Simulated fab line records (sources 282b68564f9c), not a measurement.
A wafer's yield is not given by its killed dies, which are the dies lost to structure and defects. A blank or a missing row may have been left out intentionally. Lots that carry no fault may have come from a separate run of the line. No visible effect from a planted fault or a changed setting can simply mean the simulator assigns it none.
fab line records	flow ritCmos
record lots=5	wafers=27
route steps=202 shown M1@184
startH: hours from the record's first day to the start of the lot's first wafer shown	waitH: hours elapsed since this lot's preceding step	" repeats the value in the row above	L1.1+2: several wafers, shown together as one row	- no value present, or no start provided	* or withheld: withheld	< > ~ a bound
route shown NAME@n: NAME is a module with steps in the file, n the number in the route of the first one	usual: mean/standard deviation taken from wafers without a fault	same: alike in all rows	chamber/n: place in a boat	sites: the reading at each site	_std_site: standard deviation of those values	_edge_site: the outer-site mean with the inner-site mean subtracted	radiusMm: how far each site lies from the wafer's centre	mask NAME#n: copy n	behind: the tool/chamber that last shaped the wafer	hold: reason for holding the lot/hours on hold/outcome of the hold	device: names the non-switching transistor (n, p or np)	end of line: the same wafers' tests at the end of the route	a step without rows: its recipe alone	killed: at the first sort, the dies lost to defects and structure; wafer yield is something else	map: a wafer's dies, x killed, . not, _ none there
set.NAME: the run value of the setting; set.NAME@STEP: its run value at that earlier step	model.NAME: the simulator's own value behind a step, which no gauge read
one table per step and one row per wafer, for lots whose settings were changed on purpose
## steps
# step RIT_M1_SPUTTER_00
# recipe material=Al	targetThkNm=400	powerW=2000	chamberPressurePa=0.4	gas=Ar	timeS=500	substrateTempC=25
lot.wafer	tool	chamber	startH	waitH	set.timeS	model.Al_of_M1_SPUTTER_00.thkNm
L076.1	pvdSputter-02	-	67.70	0.0	500	401.9
L076.2	"	-	"	"	500	402.3
L076.3	"	-	"	"	500	402
L076.4	"	-	"	"	500	401.8
L076.5	"	-	"	"	500	402.7
L076.6	"	-	"	"	500	399
L079.1	pvdSputter-01	-	82.40	0.0	500	403.4
L079.2	"	-	"	"	500	403.7
L079.3	"	-	"	"	326	261.2
L079.4	"	-	"	"	326	263.2
L079.5	"	-	"	"	500	401.2
L079.6	"	-	"	"	326	259.9
L082.1	pvdSputter-02	-	100.63	0.0	500	399.1
L082.2	"	-	"	"	500	397.7
L082.3	"	-	"	"	500	393.3
L082.4	"	-	"	"	500	395.4
L082.5	"	-	"	"	500	396.9
L082.6	"	-	"	"	500	398
L083.1	pvdSputter-01	-	103.06	0.0	500	391.8
L083.3	"	-	"	"	500	400
L083.4	"	-	"	"	500	402.4
L085.1	pvdSputter-01	-	114.64	0.0	500	398.8
L085.2	"	-	"	"	263	208.3
L085.3	"	-	"	"	263	206.1
L085.4	"	-	"	"	263	203.3
L085.5	"	-	"	"	500	396.9
L085.6	"	-	"	"	500	392.3
# step RIT_M1_RS_MEAS_01
# recipe thkMeasGauge=four-point-probe	reads=Al_of_M1_SPUTTER_00
# usual M1_AL_RS=0.0737/0.00077
lot.wafer	tool	chamber	startH	waitH	set.timeS@M1_SPUTTER_00	M1_AL_RS[ohm/sq]
L076.1	filmMetro-02	-	67.99	0.1	500	0.0731
L076.2	"	-	"	"	500	0.0731
L076.3	"	-	"	"	500	0.0731
L076.4	"	-	"	"	500	0.0732
L076.5	"	-	"	"	500	0.0729
L076.6	"	-	"	"	500	0.0737
L079.1	filmMetro-03	-	82.69	0.1	500	0.0727
L079.2	"	-	"	"	500	0.0726
L079.3	"	-	"	"	326	0.1139
L079.4	"	-	"	"	326	0.1129
L079.5	"	-	"	"	500	0.0732
L079.6	"	-	"	"	326	0.1145
L082.1	filmMetro-03	-	100.92	0.1	500	0.0735
L082.2	"	-	"	"	500	0.0738
L082.3	"	-	"	"	500	0.0747
L082.4	"	-	"	"	500	0.0742
L082.5	"	-	"	"	500	0.0739
L082.6	"	-	"	"	500	0.0738
L083.1	filmMetro-03	-	103.36	0.1	500	0.0748
L083.3	"	-	"	"	500	0.0733
L083.4	"	-	"	"	500	0.0729
L085.1	filmMetro-02	-	114.94	0.1	500	0.0734
L085.2	"	-	"	"	263	0.1450
L085.3	"	-	"	"	263	0.1465
L085.4	"	-	"	"	263	0.1487
L085.5	"	-	"	"	500	0.0741
L085.6	"	-	"	"	500	0.0748
# step RIT_M1_THK_MEAS_02
# recipe thkMeasGauge=xrf	reads=Al_of_M1_SPUTTER_00
# usual M1_AL_THK=398/4.9
lot.wafer	tool	chamber	startH	waitH	set.timeS@M1_SPUTTER_00	M1_AL_THK[nm]
L076.1	filmMetro-02	-	68.11	0.1	500	401
L076.2	"	-	"	"	500	404
L076.3	"	-	"	"	500	402
L076.4	"	-	"	"	500	400
L076.5	"	-	"	"	500	405
L076.6	"	-	"	"	500	399
L079.1	filmMetro-03	-	82.81	0.1	500	404
L079.2	"	-	"	"	500	402
L079.3	"	-	"	"	326	261
L079.4	"	-	"	"	326	262
L079.5	"	-	"	"	500	399
L079.6	"	-	"	"	326	259
L082.1	filmMetro-03	-	101.04	0.1	500	397
L082.2	"	-	"	"	500	394
L082.3	"	-	"	"	500	389
L082.4	"	-	"	"	500	394
L082.5	"	-	"	"	500	395
L082.6	"	-	"	"	500	394
L083.1	filmMetro-03	-	103.48	0.1	500	389
L083.3	"	-	"	"	500	398
L083.4	"	-	"	"	500	400
L085.1	filmMetro-02	-	115.06	0.1	500	399
L085.2	"	-	"	"	263	208
L085.3	"	-	"	"	263	204
L085.4	"	-	"	"	263	202
L085.5	"	-	"	"	500	393
L085.6	"	-	"	"	500	393
# step RIT_M1_HMDS_03
# recipe primeTimeS=60	primeTempC=140
# step RIT_M1_COAT_04
# recipe resist=NOVOLAK	spinRpm=2000	resistThkNm=1300
# step RIT_M1_HARDBAKE_11
# recipe resist=NOVOLAK	tempC=140	timeS=120
# step RIT_M1_METAL_ETCH_12
# recipe stopOn=SiO2	chemistry=Cl2/BCl3	target=Al	timeS=165	overEtchFrac=0.5	pressureMtorr=100	targetDepthA=6000	rfW=250	Cl2_flow_sccm=60	bcl3FlowSccm=50
# usual oesProductAu=0.777/0.014
lot.wafer	tool	chamber	startH	waitH	set.timeS@M1_SPUTTER_00	oesProductAu
L076.1	rieMetal-04	1	69.59	0.2	500	0.773
L076.2	"	0	"	"	500	0.762
L076.3	"	1	"	"	500	0.771
L076.4	"	0	"	"	500	0.765
L076.5	"	1	"	"	500	0.773
L076.6	"	0	"	"	500	0.765
L079.1	rieMetal-04	1	84.32	0.2	500	0.779
L079.2	"	0	"	"	500	0.764
L079.3	"	0	"	"	326	0.609
L079.4	"	1	"	"	326	0.628
L079.5	"	1	"	"	500	0.772
L079.6	"	0	"	"	326	0.615
L082.1	rieMetal-04	0	102.40	0.2	500	0.759
L082.2	"	1	"	"	500	0.764
L082.3	"	0	"	"	500	0.761
L082.4	"	1	"	"	500	0.766
L082.5	"	0	"	"	500	0.761
L082.6	"	1	"	"	500	0.763
L083.1	rieMetal-03	1	105.01	0.2	500	0.775
L083.3	"	0	"	"	500	0.800
L083.4	"	1	"	"	500	0.775
L085.1	rieMetal-04	1	116.40	0.2	500	0.774
L085.2	"	0	"	"	263	0.549
L085.3	"	0	"	"	263	0.555
L085.4	"	1	"	"	263	0.549
L085.5	"	1	"	"	500	0.763
L085.6	"	0	"	"	500	0.758
# step RIT_M1_STRIP_13
# recipe chemistry=nmp	resist=NOVOLAK	tempC=80	timeS=600	dry=n2Spin
# step RIT_M1_STRIP_14
# recipe chemistry=O2	timeS=180	platenTempC=withheld	powerW=500	pressureMtorr=4000	o2FlowSccm=4000
# step RIT_M1_ANNEAL_15
# recipe tempC=450	timeS=1833	ambient=forming_gas_H2N2
# step RIT_M1_PROBE_99
# usual killed_at_M0_to_M3=0.0/0.12	killedAtContacts=0.1/0.3	killedAtFrontEnd=7/3	killedDies=7/3	killedOpen=3.3/1.9	killedShort=3.3/2
# same grossDies=264	killed_at_M4_up=0	killedAtBackSide=0	killedAtOther=0
lot.wafer	tool	chamber	startH	waitH	set.developTimeS@GATE_DEVELOP_15	set.oxTimeS@REOX_OXIDATION_03	killed_at_M0_to_M3	killedAtContacts	killedAtFrontEnd	killedDies	killedOpen	killedShort	model.etest.pmosTurned.rOnOhmUm	model.etest.pmos_0p3.rOnOhmUm	model.etest.pmos_0p15.rOnOhmUm	model.etest.nmos_0p15.rOnOhmUm	model.etest.nmos_0p3.rOnOhmUm	model.etest.nldd.rsOhmSq
L076.1	prober-01	-	71.86	0.1	30.75	6989	0	0	264	264	0	1	6226	8765	5177	1819	2828	475.5
L076.2	prober-01	-	71.91	0.1	50	6989	0	0	6	6	2	4	3976	6551	2966	1176	2194	465.9
L076.3	prober-01	-	71.96	0.2	50	6989	1	0	11	12	4	8	3995	6626	3012	1189	2227	469.9
L076.4	prober-01	-	72.01	0.2	30.75	6989	0	1	263	264	4	4	6061	8646	5096	1822	2789	473.5
L076.5	prober-01	-	72.06	0.2	30.75	6989	0	1	263	264	2	3	6183	8713	5123	1813	2811	476.1
L076.6	prober-01	-	72.11	0.2	50	6989	0	0	2	2	0	2	4065	6673	3078	1236	2260	468.8
L079.1	prober-02	-	86.58	0.1	64.01	8493	0	0	257	257	5	3	5336	6483	2912	1235	2258	613.6
L079.2	prober-02	-	86.63	0.1	50	8493	0	0	3	3	1	2	6692	7597	4024	1542	2538	626.9
L079.3	prober-02	-	86.68	0.2	64.01	8493	0	0	258	258	2	2	5578	6566	2947	1235	2264	618.3
L079.4	prober-02	-	86.73	0.2	50	8493	0	0	7	7	3	4	6514	7519	3954	1535	2551	624.1
L079.5	prober-02	-	86.78	0.2	64.01	8493	0	0	262	262	5	6	5062	6418	2849	1208	2226	596.7
L079.6	prober-02	-	86.83	0.2	50	8493	0	0	5	5	3	2	6276	7491	3853	1521	2527	613.8
L082.1	prober-01	-	104.66	0.1	50	5580	0	0	12	12	5	7	3323	6238	2708	1060	2058	372.4
L082.2	prober-01	-	104.71	0.1	37.74	5580	0	0	264	264	1	0	4555	7478	3919	1429	2428	370.5
L082.3	prober-01	-	104.76	0.2	50	5580	0	0	4	4	2	2	3385	6280	2790	1103	2095	371.3
L082.4	prober-01	-	104.81	0.2	50	5580	0	0	4	4	3	1	3388	6392	2794	1088	2098	369.2
L082.5	prober-01	-	104.86	0.2	37.74	5580	0	0	264	264	5	5	4513	7430	3955	1419	2411	372.7
L082.6	prober-01	-	104.91	0.2	37.74	5580	0	0	264	264	4	4	4661	7647	4001	1458	2452	369.4
L083.1	prober-02	-	107.28	0.1	50	5580	0	1	8	9	4	5	3506	6451	2900	1142	2189	378.2
L083.3	prober-02	-	107.38	0.2	50	5580	0	0	11	11	5	6	3523	6601	2929	1118	2202	386.1
L083.4	prober-02	-	107.43	0.2	50	5580	0	0	9	9	4	5	3533	6562	2906	1117	2169	379.8
L085.1	prober-02	-	118.66	0.1	26.61	8164	0	0	264	264	3	1	1.218e+04	1.058e+04	7236	2370	3313	641.3
L085.2	prober-02	-	118.71	0.1	26.61	8164	0	0	264	264	1	1	1.281e+04	1.087e+04	7301	2394	3367	649
L085.3	prober-02	-	118.76	0.2	50	8164	0	1	2	3	1	2	8956	7928	4473	1564	2539	622.4
L085.4	prober-02	-	118.81	0.2	50	8164	0	0	3	3	3	0	9570	7901	4423	1487	2469	629.5
L085.5	prober-02	-	118.86	0.2	50	8164	0	0	5	5	3	2	1.038e+04	8060	4572	1592	2572	646.2
L085.6	prober-02	-	118.91	0.2	26.61	8164	0	0	264	264	7	3	1.236e+04	1.072e+04	7201	2346	3323	634.2
# killed by level:class
L076.1 GATE:areaDevelop=263 FOX1:geometricParticle:short=1
L076.2 FOX1:geometricParticle:open=2 GATE:geometricParticle:short=2 FOX1:geometricParticle:short=1 SPACER:geometricParticle:short=1
L076.3 GATE:geometricParticle:short=3 FOX1:geometricParticle:open=2 GATE:geometricParticle:open=2 SPACER:geometricParticle:short=2 FOX1:geometricParticle:short=1 SILICIDE:geometricParticle:short=1 M1:geometricParticle:short=1
L076.4 GATE:areaDevelop=256 GATE:geometricParticle:short=4 SILICIDE:geometricParticle:open=2 GATE:geometricParticle:open=1 CONTACT:geometricParticle:open=1
L076.5 GATE:areaDevelop=259 GATE:geometricParticle:open=2 GATE:geometricParticle:short=1 SPACER:geometricParticle:short=1 CONTACT:geometricParticle:short=1
L076.6 FOX1:geometricParticle:short=2
L079.1 GATE:areaDevelop=249 GATE:geometricParticle:short=3 FOX1:geometricParticle:open=2 GATE:geometricParticle:open=2 SPACER:geometricParticle:open=1
L079.2 FOX1:geometricParticle:short=1 GATE:geometricParticle:short=1 SPACER:geometricParticle:open=1
L079.3 GATE:areaDevelop=254 FOX1:geometricParticle:short=1 GATE:geometricParticle:open=1 GATE:geometricParticle:short=1 SILICIDE:geometricParticle:open=1
L079.4 REOX:geometricParticle:open=2 FOX1:geometricParticle:open=1 FOX1:geometricParticle:short=1 REOX:geometricParticle:short=1 SPACER:geometricParticle:short=1 SILICIDE:geometricParticle:short=1
L079.5 GATE:areaDevelop=251 GATE:geometricParticle:short=2 REOX:geometricParticle:open=2 SPACER:geometricParticle:short=2 FOX1:geometricParticle:open=1 FOX1:geometricParticle:short=1 GATE:geometricParticle:open=1 SPACER:geometricParticle:open=1
L079.6 GATE:geometricParticle:open=2 FOX1:geometricParticle:short=1 SILICIDE:geometricParticle:short=1 SILICIDE:geometricParticle:open=1
L082.1 FOX2:geometricParticle:short=2 GATE:geometricParticle:short=2 GATE:geometricParticle:open=2 REOX:geometricParticle:short=2 REOX:geometricParticle:open=2 FOX1:geometricParticle:open=1 FOX1:geometricParticle:short=1
L082.2 GATE:areaDevelop=263 FOX2:geometricParticle:open=1
L082.3 GATE:geometricParticle:open=2 REOX:geometricParticle:short=2
L082.4 FOX1:geometricParticle:open=2 FOX1:geometricParticle:short=1 SPACER:geometricParticle:open=1
L082.5 GATE:areaDevelop=254 FOX1:geometricParticle:open=3 FOX1:geometricParticle:short=2 REOX:geometricParticle:short=2 FOX2:geometricParticle:open=1 REOX:geometricParticle:open=1 SPACER:geometricParticle:short=1
L082.6 GATE:areaDevelop=256 GATE:geometricParticle:short=2 REOX:geometricParticle:open=2 SPACER:geometricParticle:short=1 SPACER:geometricParticle:open=1 SILICIDE:geometricParticle:open=1 SILICIDE:geometricParticle:short=1
L083.1 GATE:geometricParticle:short=3 SPACER:geometricParticle:open=2 GATE:geometricParticle:open=1 REOX:geometricParticle:short=1 SILICIDE:geometricParticle:open=1 CONTACT:geometricParticle:short=1
L083.3 GATE:geometricParticle:short=3 SILICIDE:geometricParticle:open=3 SILICIDE:geometricParticle:short=2 FOX1:geometricParticle:short=1 GATE:geometricParticle:open=1 SPACER:geometricParticle:open=1
L083.4 GATE:geometricParticle:open=3 SILICIDE:geometricParticle:short=3 FOX1:geometricParticle:open=1 FOX2:geometricParticle:short=1 SPACER:geometricParticle:short=1
L085.1 GATE:areaDevelop=260 GATE:geometricParticle:open=2 REOX:geometricParticle:short=1 REOX:geometricParticle:open=1
L085.2 GATE:areaDevelop=262 FOX2:geometricParticle:short=1 SILICIDE:geometricParticle:open=1
L085.3 FOX2:geometricParticle:short=1 GATE:geometricParticle:short=1 CONTACT:geometricParticle:open=1
L085.4 REOX:geometricParticle:open=3
L085.5 FOX1:geometricParticle:open=2 SILICIDE:geometricParticle:short=2 SILICIDE:geometricParticle:open=1
L085.6 GATE:areaDevelop=254 GATE:geometricParticle:open=2 SPACER:geometricParticle:open=2 SILICIDE:geometricParticle:open=2 FOX1:geometricParticle:short=1 FOX1:geometricParticle:open=1 GATE:geometricParticle:short=1 SILICIDE:geometricParticle:short=1
## key
split step=RIT_M1_SPUTTER_00	setting=timeS	stated=500	by=wafer
response step=RIT_M1_SPUTTER_00	reading=model.Al_of_M1_SPUTTER_00.thkNm	change=+4.03	per=1%	r=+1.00
response step=RIT_M1_RS_MEAS_01	reading=M1_AL_RS	change=-0.00141	per=1%	r=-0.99
response step=RIT_M1_THK_MEAS_02	reading=M1_AL_THK	change=+4.02	per=1%	r=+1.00
response step=RIT_M1_METAL_ETCH_12	reading=oesProductAu	change=+0.00448	per=1%	r=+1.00
split outsideThisFile step=RIT_GATE_DEVELOP_15 setting=developTimeS
split outsideThisFile step=RIT_REOX_OXIDATION_03 setting=oxTimeS
# split outsideThisFile: this setting was split too, and the file shows its column; the key of that split is in another file
